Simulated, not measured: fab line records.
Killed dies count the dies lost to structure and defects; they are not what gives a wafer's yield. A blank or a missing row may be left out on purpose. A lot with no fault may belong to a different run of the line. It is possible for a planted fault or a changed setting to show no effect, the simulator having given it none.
Shared-tool check -- flow berkeley-cmos170 -- Lots sampled 15, wafers sampled 45

## REASON FOR OPENING
At UCB170_NSD_TW_MEAS_10 the reading NSD_TW is flagged on 3 of 15 lots. Wafers without a fault read 4226, standard deviation 30.
Rule: flag the lot when none of its wafers has a number, or when each of its wafers that has one lies beyond 4 standard deviations from that mean. The other lots count as sound.

lot,measured,on,"NSD_TW, wafer by wafer",flag
L463,day 8 06:41,film-metro-03,4268 4257 4248,
L465,day 8 07:07,film-metro-01,4290 4267 4256,
L462,day 8 07:32,film-metro-03,4228 4237 4253,
L468,day 9 07:03,film-metro-03,4244 4235 4231,
L469,day 9 07:31,film-metro-03,4223 4253 4243,
L466,day 9 07:47,film-metro-03,4236 4251 4235,
L472,day 9 15:28,film-metro-01,30 30 30,FLAGGED
L471,day 9 15:41,film-metro-04,30 30 30,FLAGGED
L470,day 9 15:50,film-metro-01,30 30 30,FLAGGED
L478,day 11 05:38,film-metro-01,4246 4230 4237,
L480,day 11 20:28,film-metro-03,4258 4225 4240,
L479,day 11 20:38,film-metro-01,4220 4222 4213,
L483,day 12 06:02,film-metro-03,4252 4244 4263,
L481,day 12 06:22,film-metro-01,4255 4240 4255,
L482,day 12 06:29,film-metro-03,4234 4272 4271,
On average the flagged lots read 30, which is -4196 against the usual, or -99 or more standard deviations.

## LOT BY LOT: THE TOOL USED
2 process steps preceding the reading are held in the record, out of 331 steps in the route. In each cell: the tool, then ch and the chambers that the sampled wafers went through, then the start.
lot,flag,UCB170_PSD_STRIP_09,UCB170_NSD_STRIP_09
L463,,"plasma-asher-01 ch 0,1, day 8 01:58","plasma-asher-04 ch 0,1, day 8 06:37"
L465,,"plasma-asher-01 ch 0,1, day 8 02:40","plasma-asher-03 ch 0,1, day 8 07:01"
L462,,"plasma-asher-01 ch 0,1, day 8 02:53","plasma-asher-04 ch 0,1, day 8 07:25"
L468,,"plasma-asher-02 ch 0,1, day 9 03:19","plasma-asher-02 ch 0,1, day 9 06:56"
L469,,"plasma-asher-04 ch 0,1, day 9 03:04","plasma-asher-02 ch 0,1, day 9 07:25"
L466,,"plasma-asher-01 ch 0,1, day 9 03:35","plasma-asher-03 ch 0,1, day 9 07:42"
L472,FLAGGED,"plasma-asher-04 ch 0,1, day 9 12:16","plasma-asher-04 ch 0,1, day 9 15:22"
L471,FLAGGED,"plasma-asher-02 ch 0, day 9 12:47","plasma-asher-02 ch 0,1, day 9 15:35"
L470,FLAGGED,"plasma-asher-01 ch 0,1, day 9 12:41","plasma-asher-03 ch 0,1, day 9 15:44"
L478,,"plasma-asher-02 ch 0,1, day 11 04:01","plasma-asher-02 ch 0,1, day 11 05:32"
L480,,"plasma-asher-02 ch 0, day 11 18:17","plasma-asher-04 ch 0,1, day 11 20:22"
L479,,"plasma-asher-04 ch 0,1, day 11 18:35","plasma-asher-02 ch 0,1, day 11 20:32"
L483,,"plasma-asher-01 ch 0,1, day 12 04:05","plasma-asher-03 ch 0,1, day 12 05:56"
L481,,"plasma-asher-04 ch 0,1, day 12 04:15","plasma-asher-03 ch 0,1, day 12 06:17"
L482,,"plasma-asher-02 ch 0,1, day 12 04:24","plasma-asher-02 ch 0,1, day 12 06:25"
What these steps do:
- UCB170_PSD_STRIP_09: strips in O2.
- UCB170_NSD_STRIP_09: strips in O2.
- UCB170_NSD_TW_MEAS_10

## FLAGGED OVER TOTAL, TOOL BY TOOL (the gauges that took the reading come last)
step,tool,lots run,flagged,share of the flagged lots,sound lots run after its first flagged lot
UCB170_PSD_STRIP_09,plasma-asher-01,6,1,some,1 (L483)
UCB170_PSD_STRIP_09,plasma-asher-02,5,1,some,"3 (L478,L480,L482)"
UCB170_PSD_STRIP_09,plasma-asher-04,4,1,some,"2 (L479,L481)"
UCB170_NSD_STRIP_09,plasma-asher-02,6,1,some,"3 (L478,L479,L482)"
UCB170_NSD_STRIP_09,plasma-asher-03,5,1,some,"2 (L483,L481)"
UCB170_NSD_STRIP_09,plasma-asher-04,4,1,some,1 (L480)
UCB170_NSD_TW_MEAS_10,film-metro-01,6,2,some,"3 (L478,L479,L481)"
UCB170_NSD_TW_MEAS_10,film-metro-03,8,0,none,-
UCB170_NSD_TW_MEAS_10,film-metro-04,1,1,some,0

## THE TABLE: WHAT IT ALLOWS
No row of the table ran every flagged lot.

## WHAT THE SIMULATOR HAD PUT IN
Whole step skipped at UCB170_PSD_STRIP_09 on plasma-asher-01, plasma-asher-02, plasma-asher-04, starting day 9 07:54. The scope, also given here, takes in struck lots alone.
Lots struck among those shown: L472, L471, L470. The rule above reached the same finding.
